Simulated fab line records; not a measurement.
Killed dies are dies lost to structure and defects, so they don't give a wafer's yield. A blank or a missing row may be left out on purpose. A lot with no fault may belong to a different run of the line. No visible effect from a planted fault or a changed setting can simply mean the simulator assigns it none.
8D (eight disciplines) problem report, filled in by code | flow berkeley cmos170 | the parts of the form that need people (team, actions taken, sign-off) are left out

## 1. PROBLEM STATEMENT
Across 6 wafers from 2 lots, NLDD_TW at UCB170_NLDD_TW_MEAS_11 averages 2321, while fault-free wafers read 2221 with a standard deviation of 16. That is +6.3 standard deviations from the usual mean.
Earliest sighting: wafer L887.2 on film metro-03 at day 10 22:19. The record holds 42 wafers of 14 lots with a number at this step. Rule for "out", or "out of limits": more than 4 standard deviations from the usual mean. The rest of the wafers with a number are treated as sound.

## 2. WHAT IT IS; WHAT IT IS NOT
question                    | is                     | is not
which readings at this step | NLDD_TW                | -
which lots                  | L887, L894             | L876, L877, L880, L881, L882, L884, L885, L886, L889, L895, L896, L898
which wafers of those lots  | all that have a number | -
read on which gauges        | film metro-03          | film metro-01, film metro-04
when                        | from day 10 22:19      | up to then (27 sound wafers); but 9 sound wafers of L895, L896, L898 came after

## 3. WHAT RULES OUT EACH SUSPECT
Counting: a tool at a process step up to the reading stays a suspect if it ran every lot that is out and no sound lot after the first of them.
- ruled out: the gauge at UCB170_NLDD_TW_MEAS_11. All the wafers that are out were read on film metro-03, but those of them that UCB170_NLDD_IMPLANT_08 has rows for are out there too, on other tools.
- implanter-03 at UCB170_NLDD_IMPLANT_08: kept. It processed each lot that is out, first L887 at day 10 21:56, and no sound lot thereafter; up to then, the last sound lot it processed was L886 at day 10 06:16. Its own beam energy keV readings are out on those wafers.
After counting, what remains is implanter-03 at UCB170_NLDD_IMPLANT_08.

## 4. THE CAUSE (what the simulator had put in)
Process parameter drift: implanter-03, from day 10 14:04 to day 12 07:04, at UCB170_NLDD_IMPLANT_08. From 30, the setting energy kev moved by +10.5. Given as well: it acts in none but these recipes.
Counting left only this tool.

## 5. SEQUENCE OF EFFECTS, ordered by route
Rows list readings where the struck wafers' mean (over those with a number) sits beyond 3 standard deviations from the usual. Readings are gone through only where the record gives a usual standard deviation; hours: the median, over the lots, of the time from a lot's start at the first step in this table giving one to that lot's start at this step; sigmas: the change measured in usual standard deviations.
hours | step                       | reading         | usual        | on struck wafers | change  | sigmas
0     | UCB170_NLDD_IMPLANT_08     | beam energy keV | 29.999       | 40.502           | +10.503 | +99 or more
0     | UCB170_NLDD_TW_MEAS_11     | NLDD_TW         | 2221         | 2321             | +100    | +6.3
13    | UCB170_SDANNEAL_RS_MEAS_05 | NLDD_RS         | 616.5 ohm/sq | 578.4            | -38.1   | -27
The process steps in it:
- UCB170_NLDD_IMPLANT_08

## 6. WHAT WOULD HAVE CAUGHT IT SOONER
8 hours passed between the start of the fault at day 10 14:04 and the first reading out of limits at a measuring or inspecting step in this record, taken at day 10 22:19.
At UCB170_NLDD_IMPLANT_08, the tool's own readings (beam energy keV) were out on each struck wafer the step has a row for, so an alarm limit on them would have fired on the first such wafer.
Of the lots that are out (2), L894 began UCB170_NLDD_IMPLANT_08 on implanter-03 after day 10 22:19. It would have been spared by a hold on the tool at that moment.
